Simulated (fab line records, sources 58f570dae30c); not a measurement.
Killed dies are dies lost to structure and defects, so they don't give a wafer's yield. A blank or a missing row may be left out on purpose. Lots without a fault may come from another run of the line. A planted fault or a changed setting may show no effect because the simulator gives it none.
Problem report in the 8D (eight disciplines) form, filled by code | flow berkeley_cmos170 | the parts of the form that need people (team, actions taken, sign-off) are left out

1. THE PROBLEM
rf_fwd_power_W at UCB170_V1_ETCH_14 reads a mean of 614.0 W on 6 wafers of 2 lots; wafers without a fault read 698.3 W with a standard deviation of 2. That is -42 standard deviations from the usual mean.
The step: etches SiO2 in CHF3/CF4/Ar, stops on Al, target depth 1250 nm, time 291 s.
First seen on wafer L224.1, day 10 00:08, on rie_diel-04. The record holds 42 wafers of 14 lots with a number at this step. Rule for "out", or "out of limits": more than 4 standard deviations from the usual mean. The other wafers with a number count as sound.

2. WHAT IT IS AND WHAT IT IS NOT
question                    | is                     | is not
which readings at this step | rf_fwd_power_W         | drypump_motor_current_A, oes_product_au
which lots                  | L224, L226             | L218, L219, L220, L223, L230, L231, L232, L234, L236, L238, L239, L240
which wafers of those lots  | all that have a number | -
read on which tools         | rie_diel-04            | rie_diel-01, rie_diel-03
when                        | from day 10 00:08      | up to then (9 sound wafers); but 27 sound wafers of L223, L230, L231, L232, L234, L236, L238, L239, L240 came after

3. SUSPECTS, AND WHAT RULES EACH OUT
Counting: a tool at a process step up to the reading stays a suspect if it ran every lot that is out and no sound lot after the first of them.
- rie_diel-04 at UCB170_V1_ETCH_14 (etches SiO2 in CHF3/CF4/Ar, stops on Al, target depth 1250 nm, time 291 s): ruled out as a lasting fault. Sound lots L238, L240 ran on it after its first lot that is out, L224 (day 10 00:08).
Left after counting: nothing in the record.

4. THE CAUSE (what the simulator had put in)
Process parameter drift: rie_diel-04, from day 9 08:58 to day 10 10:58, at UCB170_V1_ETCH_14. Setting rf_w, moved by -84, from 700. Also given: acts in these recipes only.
Counting ruled it out, wrongly.

5. THE CHAIN OF EFFECTS, in route order
Each row: a reading whose mean over the struck wafers that have a number lies more than 3 standard deviations from the usual. Only readings for which the record gives a usual standard deviation are gone through. hours: the time from each lot's start at the first step in this table that gives one to its start at this step, as a median over the lots. sigmas: the change in usual standard deviations.
hours | step              | reading        | usual   | on struck wafers | change | sigmas
0     | UCB170_V1_ETCH_14 | rf_fwd_power_W | 698.3 W | 614.0            | -84.3  | -42
The process steps in it:
- UCB170_V1_ETCH_14: etches SiO2 in CHF3/CF4/Ar, stops on Al, target depth 1250 nm, time 291 s.

6. WHAT WOULD HAVE CAUGHT IT SOONER
In this record the first reading out of limits was taken at day 10 00:08, 15 hours after the fault began at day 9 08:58.
